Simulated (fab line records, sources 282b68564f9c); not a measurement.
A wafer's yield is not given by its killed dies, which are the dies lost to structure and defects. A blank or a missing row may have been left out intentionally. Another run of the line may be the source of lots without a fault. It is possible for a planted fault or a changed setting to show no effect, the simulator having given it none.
A struck lot beside a sound one | flow rit cmos | 44 steps out of a route of 202
Sound: the wafers L576.1, L576.4, L576.5. Wafers L587.2, L587.3, L587.5 were the ones struck. The cause comes at the end.
For every step that has rows: the tool of each side, followed by ch and its chambers, followed by its first start. Under that, the readings that differ: sound wafers | struck wafers | difference of the means | sigmas: that difference in standard deviations of wafers without a fault.
alike: words and numbers the same on both sides, and readings whose means are apart by under 2 such deviations; not compared: readings that were withheld, readings missing a value for some wafer, numbers with overlapping values and no deviation given by the record, and bounds like >300 which may hide the same value.
The two part at a step that has a row with sigmas, a row that says differs or no value, or rows on one side only. Non-overlapping numbers with no deviation appear without sigmas and do not part them. A reading missing from all wafers of one side parts the sides only when that side holds two or more wafers.

first, 4 steps without rows for these wafers: RIT_ACTIVE_SOFTBAKE_07 (time 60 s); RIT_ACTIVE_EXPOSE_08 (exposes mask M1, target cd 1400 nm); RIT_ACTIVE_PEB_09; RIT_ACTIVE_DEVELOP_10 (develop time 50 s).
RIT_ACTIVE_CD_MEAS_11: the cd target is 1400 nm.
  struck on cd sem-01, day 6 00:10; sound on cd sem-02, day 3 19:39
  alike: cd nm
then, 1 step without rows for these wafers: RIT_ACTIVE_HARDBAKE_12 (time 60 s).
RIT_ACTIVE_ETCH_13: etches Si3N4 in SF6, stops on SiO2, time 210 s, target depth 210 nm.
  sound on rie diel-02 ch 0,1,2, day 3 19:55; struck on rie diel-02 ch 1,3, day 6 00:25
  alike: drypump motor current A, oes product au, throttle valve pct
  not compared: rf hours counter h
RIT_ACTIVE_STRIP_14: strips in O2, time 180 s.
  sound on plasma asher-02 ch 0,1, day 3 20:03; struck on plasma asher-04 ch 0,1, day 6 00:33
  alike: drypump motor current A, rf refl power W
  not compared: rf hours counter h
RIT_ACTIVE_CD_MEAS_90: the cd target is 1400 nm.
  struck on cd sem-02, day 6 00:45; sound on cd sem-01, day 3 20:14
  alike: cd nm
then, 3 steps without rows for these wafers: RIT_ACTIVE_CLEAN_15 (cleans in SC1, time 600 s); RIT_ACTIVE_CLEAN_16 (cleans in dHF, time 30 s); RIT_ACTIVE_CLEAN_17 (cleans in SC2, time 600 s).
RIT_FOX1_OXIDATION_00: target thk 350.7 nm, ox time 1130 s.
  sound on furnace-04 ch 0, day 3 20:47; struck on furnace-04 ch 0, day 6 02:29
  reading                                     | sound             | struck          | difference | sigmas
  model.SiO2_of_FOX1_OXIDATION_00.thk nm (nm) | 341.6 344.8 345.9 | 205.6 204.7 205 | -139.0     |
  alike: spike tc load C
  not compared: model.Si3N4_of_ACTIVE_CVD_03.thk nm
RIT_FOX1_THK_MEAS_01:
  struck on film metro-01, day 6 03:48; sound on film metro-03, day 3 22:06
  reading             | sound       | struck      | difference | sigmas
  FOX1_OXIDE_THK (nm) | 342 344 346 | 206 205 205 | -139       | -20
then, 2 steps without rows for these wafers: RIT_FOX1_WET_ETCH_02 (etches SiO2 in BOE, target depth 350 nm, time 390 s); RIT_FOX2_OXIDATION_00 (target thk 350.7 nm, ox time 1130 s).
RIT_FOX2_THK_MEAS_01:
  struck on film metro-04, day 6 05:18; sound on film metro-02, day 3 23:37
  alike: FOX2_OXIDE_THK
RIT_FOX2_CLEAN_02: cleans in dHF, time 180 s.
  sound on wet bench-01 ch 2, day 3 23:40; struck on wet bench-01 ch 2, day 6 05:21
  not compared: model.Si3N4_of_ACTIVE_CVD_03.thk nm
then, 1 step without rows for these wafers: RIT_FOX2_WET_ETCH_03 (etches Si3N4 in H3PO4, target depth 195 nm, time 2700 s).
RIT_FOX2_THK_MEAS_90:
  struck on film metro-02, day 6 06:11; sound on film metro-03, day 4 00:29
  alike: FIELD_OXIDE_LEFT_1_THK
then, 6 steps without rows for these wafers: RIT_NWELL_HMDS_00 (prime time 60 s); RIT_NWELL_COAT_01 (resist thk 1300 nm); RIT_NWELL_SOFTBAKE_02 (time 60 s); RIT_NWELL_EXPOSE_03 (exposes mask M2, target cd 43900 nm); RIT_NWELL_PEB_04; RIT_NWELL_DEVELOP_05 (develop time 68 s).
RIT_NWELL_OVL_MEAS_06:
  struck on overlay-02, day 6 07:13; sound on overlay-01, day 4 01:26
  alike: NWELL_OVL
then, 2 steps without rows for these wafers: RIT_NWELL_HARDBAKE_07 (time 120 s); RIT_NWELL_IMPLANT_08.
RIT_NWELL_STRIP_09: strips in O2, time 180 s.
  sound on plasma asher-02 ch 1, day 4 01:52; struck on plasma asher-02 ch 0,1, day 6 07:39
  alike: drypump motor current A, rf refl power W
  not compared: rf hours counter h
RIT_NWELL_TW_MEAS_10:
  struck on film metro-04, day 6 07:50; sound on film metro-03, day 4 02:02
  reading  | sound          | struck         | difference | sigmas
  NWELL_TW | 2191 2182 2186 | 2130 2134 2128 | -56        | -2
then, 6 steps without rows for these wafers: RIT_PWELL_HMDS_00 (prime time 60 s); RIT_PWELL_COAT_01 (resist thk 1300 nm); RIT_PWELL_SOFTBAKE_02 (time 60 s); RIT_PWELL_EXPOSE_03 (exposes mask M3, target cd 43700 nm); RIT_PWELL_PEB_04; RIT_PWELL_DEVELOP_05 (develop time 68 s).
RIT_PWELL_OVL_MEAS_06:
  struck on overlay-01, day 6 08:53; sound on overlay-02, day 4 03:07
  alike: PWELL_OVL
then, 2 steps without rows for these wafers: RIT_PWELL_HARDBAKE_07 (time 120 s); RIT_PWELL_IMPLANT_08.
RIT_PWELL_STRIP_09: strips in O2, time 180 s.
  sound on plasma asher-03 ch 0,1, day 4 03:32; struck on plasma asher-02 ch 1, day 6 09:19
  alike: drypump motor current A, rf refl power W
  not compared: rf hours counter h
RIT_PWELL_TW_MEAS_10:
  struck on film metro-04, day 6 09:31; sound on film metro-01, day 4 03:43
  alike: PWELL_TW
RIT_CONTACT_ETCH_11: etches SiO2 in CHF3/CF4/Ar, stops on TiSi2, target depth 480 nm, time 320 s.
  sound on rie diel-03 ch 0,2, day 5 11:06; struck on rie diel-01 ch 0,2,3, day 7 14:47
  reading                     | sound             | struck            | difference | sigmas
  drypump motor current A (A) | 4.9 5.1 5.1       | 6.2 6.3 6.7       | +1.4       | +3
  model.CONTACT.cd nm (nm)    | 999.7 999.2 998.5 | 993.2 989.7 990.8 | -7.9       |
  alike: oes product au, throttle valve pct
  not compared: rf hours counter h
RIT_M1_PROBE_99:
  struck on prober-02, day 7 19:55; sound on prober-01, day 5 16:16
  reading                             | sound                | struck               | difference | sigmas
  killed at contacts                  | 0 0 0                | 0 1 1                | +1         | +2
  model.etest.nplus sal.width nm (nm) | 3480 3439 3479       | 3617 3641 3598       | +153       |
  model.etest.pplus sal.width nm (nm) | 3476 3446 3481       | 3600 3628 3598       | +141       |
  model.etest.nldd.width nm (nm)      | 3207 3170 3207       | 3284 3295 3281       | +92        |
  model.etest.pldd.width nm (nm)      | 3194 3190 3216       | 3288 3300 3284       | +91        |
  model.etest.nmos narrow.drive ua um | 235.3 236.8 235.4    | 257.8 252.3 255      | +19.2      |
  model.etest.pmos narrow.drive ua um | 105.8 106.7 105.5    | 114.6 112 114.8      | +7.8       |
  model.etest.field p metal.vt v (V)  | -31.02 -31.45 -31.32 | -30.89 -30.36 -30.86 | +0.56      |
  model.etest.field p.vt v (V)        | -13.26 -13.15 -13.3  | -13.46 -13.46 -13.51 | -0.24      |
  alike: killed at front end, killed dies, killed open, killed short

## WHERE THEY PART
Last at RIT_M1_PROBE_99 as far as this record goes, first at RIT_FOX1_THK_MEAS_01.

WHY: whatever the simulator had introduced
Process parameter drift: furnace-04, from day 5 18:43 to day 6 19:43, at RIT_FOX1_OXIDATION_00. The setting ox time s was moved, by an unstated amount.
